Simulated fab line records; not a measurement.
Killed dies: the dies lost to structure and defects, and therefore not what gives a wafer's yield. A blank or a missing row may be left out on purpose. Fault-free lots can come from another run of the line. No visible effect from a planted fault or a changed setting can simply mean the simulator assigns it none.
fab line records	flow ritCmos
record lots=14	wafers=42	lastDay=7
route steps=202 shown ACTIVE@1 PWELL@49 PRETRO@73 PLDD@122 M1@202
lots untouched by any fault: they come from a run of this same line in which no faults occurred
startH: hours from the record's opening day to when the first of the lot's shown wafers began	waitH: how many hours have passed since the lot's step before this one	" identical to the entry in the row above	L1.1+2: one row covering several wafers at once	- no value, or no start given	* or withheld: withheld	< > ~ a bound
route shown NAME@n: a module of which the file shows steps, and the number in the route of the first	usual: mean and standard deviation over wafers with no fault	same: alike in all rows	chamber/n: place in a boat	sites: the reading at each site	_std_site: their standard deviation	_edge_site: inner sites' mean taken away from outer sites' mean	radiusMm: for every site, how far away it sits from the centre of the wafer	mask NAME#n: copy n	behind: the most recent tool/chamber to have shaped the wafer	hold: cause of the lot's hold/its duration in hours/its outcome	device: the n, p or np transistor that did not switch	end of line: tests of these same wafers at the route's end	a step without rows: its recipe alone	killed: dies lost to structure and defects at the first sort, not the wafer's yield	map: dies across one wafer; x = killed, . = not, _ = none there
set.NAME: the setting as run; set.NAME@STEP: as run at that earlier step	model.NAME: the simulator's own value behind a step, which no gauge read
steps of the route over a sample of lots; a table a step, a row a wafer
services: when a tool's chamber went out of use (startH, in hours from the record's first day, below 0 if earlier), for how many hours, and the reason
## steps
# step RIT_ACTIVE_BOW_MEAS_00
# recipe mode=bow
# usual INCOMING_BOW=0/6
lot.wafer	tool	chamber	startH	waitH	INCOMING_BOW[um]
L495.1	filmMetro-01	-	15.00	-	-7
L495.3	"	-	"	"	-6
L495.4	"	-	"	"	-5
L496.1	filmMetro-01	-	20.00	-	-11
L496.3	"	-	"	"	5
L496.6	"	-	"	"	-1
L497.1	filmMetro-01	-	25.00	-	10
L497.2	"	-	"	"	4
L497.5	"	-	"	"	7
L498.3	filmMetro-04	-	30.04	-	1
L498.4	"	-	"	"	-9
L498.6	"	-	"	"	10
L499.2	filmMetro-04	-	35.02	-	-1
L499.5	"	-	"	"	3
L499.6	"	-	"	"	9
L500.3	filmMetro-03	-	40.04	-	1
L500.4	"	-	"	"	9
L500.6	"	-	"	"	-5
L501.3	filmMetro-03	-	45.04	-	0
L501.4	"	-	"	"	4
L501.5	"	-	"	"	4
L503.3	filmMetro-01	-	55.04	-	9
L503.4	"	-	"	"	1
L503.5	"	-	"	"	7
L505.1	filmMetro-03	-	65.00	-	7
L505.3	"	-	"	"	-2
L505.6	"	-	"	"	0
L508.1	filmMetro-03	-	80.00	-	2
L508.3	"	-	"	"	1
L508.6	"	-	"	"	10
L510.1	filmMetro-01	-	90.00	-	9
L510.2	"	-	"	"	-9
L510.5	"	-	"	"	-4
L511.2	filmMetro-04	-	95.02	-	2
L511.3	"	-	"	"	8
L511.5	"	-	"	"	-4
L512.1	filmMetro-04	-	100.00	-	3
L512.5	"	-	"	"	8
L512.6	"	-	"	"	0
L517.3	filmMetro-01	-	125.04	-	-6
L517.5	"	-	"	"	2
L517.6	"	-	"	"	-5
# step RIT_PWELL_TW_MEAS_10
# usual PWELL_TW=946/9.1
lot.wafer	tool	chamber	startH	waitH	PWELL_TW
L495.1	filmMetro-02	-	29.01	0.1	937
L495.3	"	-	"	"	941
L495.4	"	-	"	"	935
L496.1	filmMetro-01	-	33.11	0.1	955
L496.3	"	-	"	"	959
L496.6	"	-	"	"	954
L497.1	filmMetro-04	-	39.47	0.1	944
L497.2	"	-	"	"	941
L497.5	"	-	"	"	944
L498.3	filmMetro-02	-	43.82	0.1	943
L498.4	"	-	"	"	942
L498.6	"	-	"	"	939
L499.2	filmMetro-01	-	47.57	0.1	965
L499.5	"	-	"	"	954
L499.6	"	-	"	"	965
L500.3	filmMetro-04	-	54.20	0.1	945
L500.4	"	-	"	"	939
L500.6	"	-	"	"	944
L501.3	filmMetro-02	-	58.14	0.1	935
L501.4	"	-	"	"	933
L501.5	"	-	"	"	933
L503.3	filmMetro-04	-	67.56	0.1	946
L503.4	"	-	"	"	943
L503.5	"	-	"	"	941
L505.1	filmMetro-02	-	78.38	0.1	948
L505.3	"	-	"	"	944
L505.6	"	-	"	"	948
L508.1	filmMetro-02	-	93.82	0.1	939
L508.3	"	-	"	"	946
L508.6	"	-	"	"	942
L510.1	filmMetro-02	-	103.68	0.1	941
L510.2	"	-	"	"	941
L510.5	"	-	"	"	947
L511.2	filmMetro-02	-	107.89	0.1	945
L511.3	"	-	"	"	936
L511.5	"	-	"	"	945
L512.1	filmMetro-02	-	112.42	0.1	943
L512.5	"	-	"	"	945
L512.6	"	-	"	"	945
L517.3	filmMetro-04	-	137.76	0.1	945
L517.5	"	-	"	"	941
L517.6	"	-	"	"	942
# step RIT_PRETRO_STRIP_09
# recipe chemistry=O2	timeS=180	resist=NOVOLAK	platenTempC=withheld	powerW=500	pressureMtorr=4000	o2FlowSccm=4000
# usual drypumpMotorCurrentA=5.7/0.32
lot.wafer	tool	chamber	startH	waitH	drypumpMotorCurrentA	rfHoursCounterH
L495.1	plasmaAsher-03	1	37.32	0.1	5.9	37
L495.3	"	1	"	"	5.9	-
L495.4	"	0	"	"	5.4	-
L496.1	plasmaAsher-02	0	41.97	0.1	5.3	27
L496.3	"	0	"	"	5.3	-
L496.6	"	1	"	"	5.9	-
L497.1	plasmaAsher-02	0	47.85	0.1	5.3	27
L497.2	"	1	"	"	5.9	27
L497.5	"	1	"	"	5.9	-
L498.3	plasmaAsher-01	0	52.14	0.1	6.1	-
L498.4	"	1	"	"	5.3	-
L498.6	"	1	"	"	5.3	-
L499.2	plasmaAsher-02	0	56.28	0.1	5.3	28
L499.5	"	0	"	"	5.3	-
L499.6	"	1	"	"	5.9	-
L500.3	plasmaAsher-02	0	62.62	0.1	5.3	-
L500.4	"	1	"	"	5.9	-
L500.6	"	0	"	"	5.3	-
L501.3	plasmaAsher-02	1	66.99	0.1	5.9	-
L501.4	"	0	"	"	5.3	-
L501.5	"	0	"	"	5.3	-
L503.3	plasmaAsher-02	0	76.14	0.1	5.3	-
L503.4	"	1	"	"	5.9	-
L503.5	"	0	"	"	5.3	-
L505.1	plasmaAsher-02	1	87.66	0.1	5.9	31
L505.3	"	0	"	"	5.3	-
L505.6	"	1	"	"	5.9	-
L508.1	plasmaAsher-01	0	102.22	0.1	6.1	43
L508.3	"	1	"	"	5.3	-
L508.6	"	1	"	"	5.3	-
L510.1	plasmaAsher-02	0	112.32	0.1	5.3	34
L510.2	"	1	"	"	5.9	34
L510.5	"	0	"	"	5.3	-
L511.2	plasmaAsher-03	1	116.13	0.1	6.0	46
L511.3	"	0	"	"	5.4	-
L511.5	"	1	"	"	5.9	-
L512.1	plasmaAsher-03	0	120.84	0.1	5.5	47
L512.5	"	0	"	"	5.4	-
L512.6	"	1	"	"	6.0	-
L517.3	plasmaAsher-01	1	146.17	0.1	5.3	-
L517.5	"	1	"	"	5.3	-
L517.6	"	0	"	"	6.1	-
# step RIT_PLDD_IMPLANT_08
# recipe species=BF2	energyKev=20	doseCm2=9e+14	tiltDeg=7
# usual doseIonsCm2=9e+14/9.3e+11	endStationPressureTorr=7.3e-06/3.6e-07	faradayCurrentUA=2827/52
lot.wafer	tool	chamber	startH	waitH	doseIonsCm2	endStationPressureTorr	faradayCurrentUA
L495.1	implanter-02	0	49.29	0.1	9.013e+14	7.7e-06	2851
L495.3	"	0	"	"	9.008e+14	7.3e-06	2919
L495.4	"	0	"	"	8.997e+14	7.7e-06	2893
L496.1	implanter-04	0	52.76	0.1	9e+14	7.7e-06	2777
L496.3	"	0	"	"	9.016e+14	7.8e-06	2860
L496.6	"	0	"	"	8.991e+14	7.2e-06	2831
L497.1	implanter-02	0	61.38	0.1	9e+14	7.3e-06	2823
L497.2	"	0	"	"	8.991e+14	6.9e-06	2790
L497.5	"	0	"	"	9.009e+14	7.3e-06	2842
L498.3	implanter-03	0	64.47	0.1	8.991e+14	7.9e-06	2802
L498.4	"	0	"	"	8.983e+14	7.2e-06	2805
L498.6	"	0	"	"	9e+14	7.7e-06	2803
L499.2	implanter-04	0	69.61	0.1	8.995e+14	7.4e-06	2884
L499.5	"	0	"	"	9.006e+14	6.6e-06	2773
L499.6	"	0	"	"	8.995e+14	7.4e-06	2786
L500.3	implanter-02	0	74.25	0.1	8.992e+14	7.2e-06	2964
L500.4	"	0	"	"	8.995e+14	7.4e-06	2769
L500.6	"	0	"	"	8.995e+14	7.3e-06	2854
L501.3	implanter-02	0	79.39	0.1	8.995e+14	7e-06	2749
L501.4	"	0	"	"	9.012e+14	7.5e-06	2888
L501.5	"	0	"	"	8.991e+14	7.4e-06	2738
L503.3	implanter-02	0	88.87	0.1	9.002e+14	6.6e-06	2845
L503.4	"	0	"	"	9.002e+14	8e-06	2807
L503.5	"	0	"	"	9.005e+14	6.9e-06	2819
L505.1	implanter-02	0	101.33	0.1	1.794e+14	5.8e-06	559
L505.3	"	0	"	"	1.796e+14	5.9e-06	576
L505.6	"	0	"	"	1.79e+14	5.4e-06	565
L508.1	implanter-02	0	114.13	0.1	1.799e+14	5.5e-06	564
L508.3	"	0	"	"	1.812e+14	5.6e-06	562
L508.6	"	0	"	"	1.786e+14	5.5e-06	553
L510.1	implanter-04	0	123.23	0.1	9.009e+14	7.5e-06	2792
L510.2	"	0	"	"	9.014e+14	7.6e-06	2849
L510.5	"	0	"	"	9.016e+14	7.4e-06	2853
L511.2	implanter-03	0	127.81	0.1	9.012e+14	7e-06	2743
L511.3	"	0	"	"	8.997e+14	7e-06	2813
L511.5	"	0	"	"	9.015e+14	6.8e-06	2790
L512.1	implanter-04	0	134.55	0.1	9.008e+14	7.3e-06	2836
L512.5	"	0	"	"	8.985e+14	7.5e-06	2875
L512.6	"	0	"	"	8.987e+14	7.5e-06	2880
L517.3	implanter-04	0	158.76	0.1	8.996e+14	7.5e-06	2821
L517.5	"	0	"	"	8.99e+14	6.5e-06	2854
L517.6	"	0	"	"	8.996e+14	7.1e-06	2836
# step RIT_PLDD_TW_MEAS_10
# usual PLDD_TW=2336/23
lot.wafer	tool	chamber	startH	waitH	hold	PLDD_TW
L495.1	filmMetro-04	-	49.61	0.1	-	2325
L495.3	"	-	"	"	-	2338
L495.4	"	-	"	"	-	2333
L496.1	filmMetro-03	-	53.08	0.1	-	2334
L496.3	"	-	"	"	-	2340
L496.6	"	-	"	"	-	2321
L497.1	filmMetro-04	-	61.70	0.1	-	2323
L497.2	"	-	"	"	-	2330
L497.5	"	-	"	"	-	2342
L498.3	filmMetro-04	-	64.76	0.1	-	2327
L498.4	"	-	"	"	-	2327
L498.6	"	-	"	"	-	2335
L499.2	filmMetro-03	-	69.92	0.1	-	2344
L499.5	"	-	"	"	-	2328
L499.6	"	-	"	"	-	2333
L500.3	filmMetro-04	-	74.55	0.1	-	2304
L500.4	"	-	"	"	-	2307
L500.6	"	-	"	"	-	2311
L501.3	filmMetro-04	-	79.69	0.1	-	2316
L501.4	"	-	"	"	-	2305
L501.5	"	-	"	"	-	2303
L503.3	filmMetro-04	-	89.16	0.1	-	2322
L503.4	"	-	"	"	-	2311
L503.5	"	-	"	"	-	2311
L505.1	filmMetro-04	-	101.66	0.1	awaitDispo/0.2h/release	1458
L505.3	"	-	"	"	awaitDispo/0.2h/release	1458
L505.6	"	-	"	"	awaitDispo/0.2h/release	1458
L505.1	filmMetro-04	-	101.89	0.2	-	1455
L505.3	"	-	"	"	-	1458
L505.6	"	-	"	"	-	1465
L508.1	filmMetro-01	-	114.46	0.1	awaitDispo/0.2h/release	1504
L508.3	"	-	"	"	awaitDispo/0.2h/release	1505
L508.6	"	-	"	"	awaitDispo/0.2h/release	1505
L508.1	filmMetro-01	-	114.69	0.2	-	1505
L508.3	"	-	"	"	-	1505
L508.6	"	-	"	"	-	1505
L510.1	filmMetro-04	-	123.56	0.1	-	2326
L510.2	"	-	"	"	-	2320
L510.5	"	-	"	"	-	2329
L511.2	filmMetro-04	-	128.12	0.1	-	2328
L511.3	"	-	"	"	-	2308
L511.5	"	-	"	"	-	2332
L512.1	filmMetro-04	-	134.88	0.1	-	2319
L512.5	"	-	"	"	-	2319
L512.6	"	-	"	"	-	2331
L517.3	filmMetro-01	-	159.05	0.1	-	2373
L517.5	"	-	"	"	-	2376
L517.6	"	-	"	"	-	2379
# step RIT_SDANNEAL_RS_MEAS_06
# recipe thkMeasGauge=four-point-probe
# usual PLDD_RS=178.6/0.38
lot.wafer	tool	chamber	startH	waitH	hold	PLDD_RS[ohm/sq]
L495.1	filmMetro-04	-	55.82	0.1	-	178.6
L495.3	"	-	"	"	-	179.0
L495.4	"	-	"	"	-	179.3
L496.1	filmMetro-03	-	59.77	0.1	-	178.4
L496.3	"	-	"	"	-	178.0
L496.6	"	-	"	"	-	178.0
L497.1	filmMetro-01	-	68.97	0.1	-	178.7
L497.2	"	-	"	"	-	178.4
L497.5	"	-	"	"	-	178.9
L498.3	filmMetro-04	-	72.08	0.1	-	178.3
L498.4	"	-	"	"	-	178.3
L498.6	"	-	"	"	-	178.9
L499.2	filmMetro-04	-	76.42	0.1	-	179.1
L499.5	"	-	"	"	-	178.6
L499.6	"	-	"	"	-	179.2
L500.3	filmMetro-03	-	82.03	0.1	-	178.8
L500.4	"	-	"	"	-	178.4
L500.6	"	-	"	"	-	178.1
L501.3	filmMetro-04	-	85.82	0.1	-	179.0
L501.4	"	-	"	"	-	178.9
L501.5	"	-	"	"	-	178.7
L503.3	filmMetro-01	-	95.74	0.1	-	177.7
L503.4	"	-	"	"	-	178.2
L503.5	"	-	"	"	-	178.5
L505.1	filmMetro-04	-	116.82	0.1	awaitDispo/0.2h/release	610.1
L505.3	"	-	"	"	awaitDispo/0.2h/release	607.0
L505.6	"	-	"	"	awaitDispo/0.2h/release	608.8
L505.1	filmMetro-04	-	117.11	0.3	-	609.7
L505.3	"	-	"	"	-	607.2
L505.6	"	-	"	"	-	608.6
L508.1	filmMetro-04	-	128.59	0.1	awaitDispo/0.2h/release	591.7
L508.3	"	-	"	"	awaitDispo/0.2h/release	584.0
L508.6	"	-	"	"	awaitDispo/0.2h/release	589.7
L508.1	filmMetro-04	-	128.88	0.3	-	591.8
L508.3	"	-	"	"	-	584.9
L508.6	"	-	"	"	-	592.2
L510.1	filmMetro-04	-	129.88	0.1	-	178.3
L510.2	"	-	"	"	-	178.1
L510.5	"	-	"	"	-	179.0
L511.2	filmMetro-01	-	134.52	0.1	-	178.5
L511.3	"	-	"	"	-	178.4
L511.5	"	-	"	"	-	178.3
L512.1	filmMetro-04	-	141.06	0.1	-	178.9
L512.5	"	-	"	"	-	178.8
L512.6	"	-	"	"	-	179.0
L517.3	filmMetro-01	-	165.48	0.1	-	179.1
L517.5	"	-	"	"	-	178.4
L517.6	"	-	"	"	-	178.7
# step RIT_M1_PROBE_99
# usual defectLimitedYield=97.3/1.3	killedAtContacts=0.1/0.25	killedAtFrontEnd=7/3.3	killedDies=7/3.3	killedOpen=3.6/2	killedShort=3.6/2.1	sort_bin_3_pad_short=0.1/0.25	sort_bin_5_function=1.6/0.91	sort_bin_6_memory=1.0/0.65	sortNPass=257/3.3	sortYieldPct=97.3/1.3
# same grossDies=264	killed_at_M0_to_M3=0	killed_at_M4_up=0	killedAtBackSide=0	killedAtOther=0
lot.wafer	tool	chamber	startH	waitH	defectLimitedYield[%]	killedAtContacts	killedAtFrontEnd	killedDies	killedOpen	killedShort	sort_bin_3_pad_short[%]	sort_bin_5_function[%]	sort_bin_6_memory[%]	sortNPass	sortYieldPct[%]
L495.1	prober-02	-	63.44	0.1	94.3	0	15	15	7	8	0.8	1.1	3.8	249	94.3
L495.3	prober-02	-	63.54	0.2	97.7	0	6	6	3	3	0.4	1.1	0.8	258	97.7
L495.4	prober-02	-	63.59	0.2	97.0	0	8	8	3	5	0	1.9	1.1	256	97.0
L496.1	prober-01	-	67.03	0.1	97.0	0	8	8	5	3	0.4	1.1	1.5	256	97.0
L496.3	prober-01	-	67.13	0.2	97.3	0	7	7	3	4	0	1.5	1.1	257	97.3
L496.6	prober-01	-	67.28	0.2	96.2	0	10	10	6	4	0	2.7	1.1	254	96.2
L497.1	prober-02	-	76.38	0.1	97.0	0	8	8	4	4	0	1.5	1.5	256	97.0
L497.2	prober-02	-	76.43	0.1	99.2	0	2	2	2	0	0	0.4	0.4	262	99.2
L497.5	prober-02	-	76.58	0.2	98.1	0	5	5	3	2	0	1.1	0.8	259	98.1
L498.3	prober-01	-	79.60	0.2	96.6	0	9	9	5	4	0	2.3	1.1	255	96.6
L498.4	prober-01	-	79.65	0.2	97.7	0	6	6	5	1	0	1.1	1.1	258	97.7
L498.6	prober-01	-	79.75	0.2	98.1	0	5	5	3	2	0	1.1	0.8	259	98.1
L499.2	prober-02	-	83.78	0.1	97.7	1	5	6	4	2	0	1.1	1.1	258	97.7
L499.5	prober-02	-	83.93	0.2	97.7	0	6	6	3	3	0.4	1.1	0.8	258	97.7
L499.6	prober-02	-	83.98	0.2	98.9	0	3	3	1	2	0	0.8	0.4	261	98.9
L500.3	prober-01	-	89.43	0.2	98.9	0	3	3	1	2	0	0.8	0.4	261	98.9
L500.4	prober-01	-	89.48	0.2	98.9	0	3	3	2	1	0.4	0.8	0	261	98.9
L500.6	prober-01	-	89.58	0.2	99.2	0	2	2	1	1	0	0.8	0	262	99.2
L501.3	prober-02	-	94.06	0.2	93.9	0	16	16	10	6	0	4.5	1.5	248	93.9
L501.4	prober-02	-	94.11	0.2	98.1	0	5	5	2	3	0	1.5	0.4	259	98.1
L501.5	prober-02	-	94.16	0.2	94.3	1	14	15	7	8	0.4	3.4	1.9	249	94.3
L503.3	prober-02	-	103.66	0.2	96.2	1	9	10	3	7	0	1.9	1.9	254	96.2
L503.4	prober-02	-	103.71	0.2	97.0	0	8	8	7	1	0	2.3	0.8	256	97.0
L503.5	prober-02	-	103.76	0.2	97.3	0	7	7	4	3	0	1.5	1.1	257	97.3
L510.1	prober-01	-	137.31	0.1	95.1	0	13	13	5	8	0	3.0	1.9	251	95.1
L510.2	prober-01	-	137.36	0.1	96.6	1	8	9	5	4	0.4	1.9	1.1	255	96.6
L510.5	prober-01	-	137.51	0.2	97.0	0	8	8	4	4	0	1.9	1.1	256	97.0
L511.2	prober-02	-	142.15	0.1	97.3	0	7	7	3	4	0	1.1	1.5	257	97.3
L511.3	prober-02	-	142.20	0.2	97.0	0	8	8	5	3	0.4	1.9	0.8	256	97.0
L511.5	prober-02	-	142.30	0.2	97.0	0	8	8	4	4	0	2.7	0.4	256	97.0
L512.1	prober-01	-	148.71	0.1	94.3	0	15	15	8	7	0	4.2	1.5	249	94.3
L512.5	prober-01	-	148.91	0.2	96.6	0	9	9	4	5	0	1.1	2.3	255	96.6
L512.6	prober-01	-	148.96	0.2	95.1	0	13	13	8	5	0	3.0	1.9	251	95.1
L517.3	prober-02	-	174.01	0.2	98.9	0	3	3	1	2	0	0.4	0.8	261	98.9
L517.5	prober-02	-	174.11	0.2	98.1	0	5	5	2	3	0.4	0.8	0.8	259	98.1
L517.6	prober-02	-	174.16	0.2	98.1	0	5	5	1	4	0	1.5	0.4	259	98.1
# killed by level:class
L495.1 GATE:geometricParticle:short=6 FOX1:geometricParticle:open=2 GATE:geometricParticle:open=2 FOX1:geometricParticle:short=1 FOX2:geometricParticle:open=1 REOX:geometricParticle:open=1 SPACER:geometricParticle:open=1 SILICIDE:geometricParticle:short=1
L495.3 GATE:geometricParticle:open=3 FOX1:geometricParticle:short=1 GATE:geometricParticle:short=1 SILICIDE:geometricParticle:short=1
L495.4 FOX1:geometricParticle:short=2 FOX1:geometricParticle:open=1 GATE:geometricParticle:short=1 GATE:geometricParticle:open=1 REOX:geometricParticle:short=1 REOX:geometricParticle:open=1 SPACER:geometricParticle:short=1
L496.1 GATE:geometricParticle:short=3 GATE:geometricParticle:open=2 FOX1:geometricParticle:open=1 REOX:geometricParticle:open=1 SILICIDE:geometricParticle:open=1
L496.3 GATE:geometricParticle:short=3 GATE:geometricParticle:open=2 REOX:geometricParticle:open=1 SILICIDE:geometricParticle:short=1
L496.6 FOX1:geometricParticle:open=2 FOX2:geometricParticle:open=2 GATE:geometricParticle:open=2 REOX:geometricParticle:short=2 FOX2:geometricParticle:short=1 GATE:geometricParticle:short=1
L497.1 GATE:geometricParticle:short=2 GATE:geometricParticle:open=2 FOX1:geometricParticle:short=1 FOX1:geometricParticle:open=1 REOX:geometricParticle:open=1 SILICIDE:geometricParticle:short=1
L497.2 GATE:geometricParticle:open=1 SPACER:geometricParticle:open=1
L497.5 GATE:geometricParticle:open=3 REOX:geometricParticle:short=1 SPACER:geometricParticle:short=1
L498.3 GATE:geometricParticle:open=4 GATE:geometricParticle:short=4 REOX:geometricParticle:open=1
L498.4 SPACER:geometricParticle:open=2 GATE:geometricParticle:short=1 GATE:geometricParticle:open=1 REOX:geometricParticle:open=1 SILICIDE:geometricParticle:open=1
L498.6 GATE:geometricParticle:short=2 GATE:geometricParticle:open=1 SPACER:geometricParticle:open=1 SILICIDE:geometricParticle:open=1
L499.2 FOX2:geometricParticle:open=2 FOX1:geometricParticle:short=1 GATE:geometricParticle:short=1 GATE:geometricParticle:open=1 CONTACT:geometricParticle:open=1
L499.5 FOX2:geometricParticle:open=1 FOX2:geometricParticle:short=1 GATE:geometricParticle:open=1 REOX:geometricParticle:short=1 REOX:geometricParticle:open=1 SPACER:geometricParticle:short=1
L499.6 FOX1:geometricParticle:open=1 GATE:geometricParticle:short=1 SILICIDE:geometricParticle:short=1
L500.3 FOX1:geometricParticle:open=1 GATE:geometricParticle:short=1 SILICIDE:geometricParticle:short=1
L500.4 FOX1:geometricParticle:open=1 GATE:geometricParticle:short=1 SILICIDE:geometricParticle:open=1
L500.6 GATE:geometricParticle:open=1 SILICIDE:geometricParticle:short=1
L501.3 GATE:geometricParticle:open=3 REOX:geometricParticle:open=3 SILICIDE:geometricParticle:short=3 SILICIDE:geometricParticle:open=3 FOX1:geometricParticle:short=1 FOX2:geometricParticle:open=1 GATE:geometricParticle:short=1 SPACER:geometricParticle:short=1
L501.4 FOX1:geometricParticle:short=1 GATE:geometricParticle:open=1 REOX:geometricParticle:short=1 SPACER:geometricParticle:short=1 SPACER:geometricParticle:open=1
L501.5 SPACER:geometricParticle:short=3 FOX2:geometricParticle:open=2 GATE:geometricParticle:short=2 FOX1:geometricParticle:short=1 FOX1:geometricParticle:open=1 FOX2:geometricParticle:short=1 GATE:geometricParticle:open=1 REOX:geometricParticle:short=1
L503.3 GATE:geometricParticle:short=3 FOX2:geometricParticle:short=2 FOX1:geometricParticle:short=1 GATE:geometricParticle:open=1 SPACER:geometricParticle:open=1 SILICIDE:geometricParticle:open=1 CONTACT:geometricParticle:short=1
L503.4 GATE:geometricParticle:open=5 FOX2:geometricParticle:open=1 SILICIDE:geometricParticle:short=1 SILICIDE:geometricParticle:open=1
L503.5 REOX:geometricParticle:open=3 FOX1:geometricParticle:short=1 GATE:geometricParticle:short=1 SILICIDE:geometricParticle:short=1 SILICIDE:geometricParticle:open=1
L510.1 REOX:geometricParticle:short=3 FOX1:geometricParticle:short=2 GATE:geometricParticle:open=2 SILICIDE:geometricParticle:short=2 FOX1:geometricParticle:open=1 FOX2:geometricParticle:short=1 SPACER:geometricParticle:open=1 SILICIDE:geometricParticle:open=1
L510.2 GATE:geometricParticle:open=3 SPACER:geometricParticle:short=2 SPACER:geometricParticle:open=1 SILICIDE:geometricParticle:open=1 SILICIDE:geometricParticle:short=1 CONTACT:geometricParticle:short=1
L510.5 GATE:geometricParticle:open=3 GATE:geometricParticle:short=2 FOX1:geometricParticle:short=1 FOX2:geometricParticle:open=1 SPACER:geometricParticle:short=1
L511.2 FOX2:geometricParticle:short=2 FOX2:geometricParticle:open=1 GATE:geometricParticle:short=1 GATE:geometricParticle:open=1 REOX:geometricParticle:short=1 SILICIDE:geometricParticle:open=1
L511.3 FOX1:geometricParticle:open=2 SILICIDE:geometricParticle:open=2 GATE:geometricParticle:short=1 REOX:geometricParticle:short=1 SPACER:geometricParticle:open=1 SILICIDE:geometricParticle:short=1
L511.5 SILICIDE:geometricParticle:short=2 FOX1:geometricParticle:open=1 FOX2:geometricParticle:open=1 GATE:geometricParticle:short=1 SPACER:geometricParticle:short=1 SPACER:geometricParticle:open=1 SILICIDE:geometricParticle:open=1
L512.1 GATE:geometricParticle:short=3 SPACER:geometricParticle:open=3 REOX:geometricParticle:short=2 REOX:geometricParticle:open=2 FOX1:geometricParticle:short=1 FOX1:geometricParticle:open=1 FOX2:geometricParticle:open=1 GATE:geometricParticle:open=1
L512.5 GATE:geometricParticle:open=2 REOX:geometricParticle:short=2 FOX2:geometricParticle:short=1 GATE:geometricParticle:short=1 SPACER:geometricParticle:short=1 SPACER:geometricParticle:open=1 SILICIDE:geometricParticle:open=1
L512.6 REOX:geometricParticle:short=4 GATE:geometricParticle:open=3 REOX:geometricParticle:open=3 FOX1:geometricParticle:open=1 GATE:geometricParticle:short=1 SPACER:geometricParticle:open=1
L517.3 FOX1:geometricParticle:short=1 REOX:geometricParticle:short=1 REOX:geometricParticle:open=1
L517.5 GATE:geometricParticle:short=2 REOX:geometricParticle:open=1 SILICIDE:geometricParticle:open=1 SILICIDE:geometricParticle:short=1
L517.6 FOX1:geometricParticle:open=1 GATE:geometricParticle:short=1 REOX:geometricParticle:short=1 SPACER:geometricParticle:short=1 SILICIDE:geometricParticle:short=1
## services
tool	chamber	startH	hours	kind
implanter-04	-	55.40	3.4	repair
implanter-02	-	89.50	4.2	repair
implanter-02	-	95.65	1.6	repair
implanter-02	-	104.03	2.6	repair
plasmaAsher-01	-	111.34	10.6	repair
plasmaAsher-01	-	123.88	14.6	pm
implanter-04	-	125.25	3.1	repair
implanter-02	-	143.31	2.5	repair
implanter-03	-	153.88	2.5	pm
implanter-02	-	156.85	1.2	pm
implanter-03	-	156.99	3.5	repair
## key
firstSign step=RIT_PLDD_IMPLANT_08	reading=doseIonsCm2	direction=down	sigmas=99+	usual=9e+14	struck=1.796e+14
effect step=RIT_PLDD_IMPLANT_08	reading=faradayCurrentUA	direction=down	sigmas=44	usual=2827	struck=563
effect step=RIT_PLDD_TW_MEAS_10	reading=visit	direction=added
effect step=RIT_PLDD_TW_MEAS_10	reading=PLDD_TW	direction=down	sigmas=37	usual=2336	struck=1482
effect step=RIT_SDANNEAL_RS_MEAS_06	reading=PLDD_RS	direction=up	sigmas=99+	usual=178.6	struck=598.5
metAt RIT_PLDD_IMPLANT_08
struckLots L505,L508
scrappedBehind RIT_SDANNEAL_RS_MEAS_06 L505.1,L505.3,L505.6,L508.1,L508.3,L508.6
notActingAt RIT_ACTIVE_BOW_MEAS_00,RIT_PWELL_TW_MEAS_10,RIT_PRETRO_STRIP_09
onsetBetween 88.87 101.33
fault kind=processParameterDrift	tool=implanter-02	chamber=-	onsetH=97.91	steps=RIT_PLDD_IMPLANT_08	channel=doseCm2	offset=-7.2e+14	shape=step	endH=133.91	actsIn=theseRecipesOnly	stated=9e+14
